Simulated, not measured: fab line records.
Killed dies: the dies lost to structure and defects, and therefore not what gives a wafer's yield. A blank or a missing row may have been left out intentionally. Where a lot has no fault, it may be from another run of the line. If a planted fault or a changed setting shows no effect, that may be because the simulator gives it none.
Matching of chambers | flow berkeley-cmos170 | 3 sister chambers for UCB170_V2_CVD_00 on pecvd-04
The step deposits SiO2 from TEOS/O2, target thk 2000 nm, time 250 s. 14 wafers are shown with their chamber, then 7 later ones without.

## WAFERS PAIRED WITH THEIR CHAMBERS
wafer  | chamber | heater-power-w (W)
L943.1 | 2       | 213
L943.4 | 2       | 144
L943.5 | 1       | 231
L945.1 | 0       | 249
L945.2 | 2       | 196
L945.3 | 1       | 247
L944.1 | 1       | 261
L944.4 | 1       | 322
L944.6 | 2       | 144
L949.1 | 0       | 244
L949.3 | 1       | 291
L949.4 | 2       | 142
L950.1 | 1       | 270
L950.2 | 0       | 222

SIGNATURES, as means of the wafers listed above
reading        | chamber 0 | chamber 1 | chamber 2 | scatter within a chamber
heater-power-w | 238.33    | 270.33    | 167.80    | 30.6
Rule: for a wafer and a chamber, the distance is found by dividing, reading by reading, the gap between the wafer's reading and the chamber's mean by the reading's scatter, squaring, summing and taking the root. If the next closest chamber is less than 2 further off than the closest, the wafer can't be placed; otherwise it belongs to the closest. The scatter: take each reading less its chamber's mean, square it, sum over the shown wafers, divide by the number of wafers less the number of chambers, and take the root.

## WAFERS WITH NO CHAMBER GIVEN
wafer  | heater-power-w (W)
L950.5 | 269
L951.2 | 174
L951.3 | 318
L951.5 | 231
L964.1 | 195
L964.4 | 320
L964.5 | 272

## WHICH CHAMBER EACH ONE RAN IN
wafer  | from the rows above          | in truth
L950.5 | can't be placed: 1 or 0      | 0
L951.2 | can't be placed: 2 or 0      | 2
L951.3 | can't be placed: 1 or 0      | 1
L951.5 | can't be placed: 0 or 1 or 2 | 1
L964.1 | can't be placed: 2 or 0 or 1 | 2
L964.4 | can't be placed: 1 or 0      | 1
L964.5 | can't be placed: 1 or 0      | 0
Correctly placed: 0 of 7. Cannot be placed on the basis of these rows: 7; the candidates contain the true chamber in 7. 0 placed wrongly.
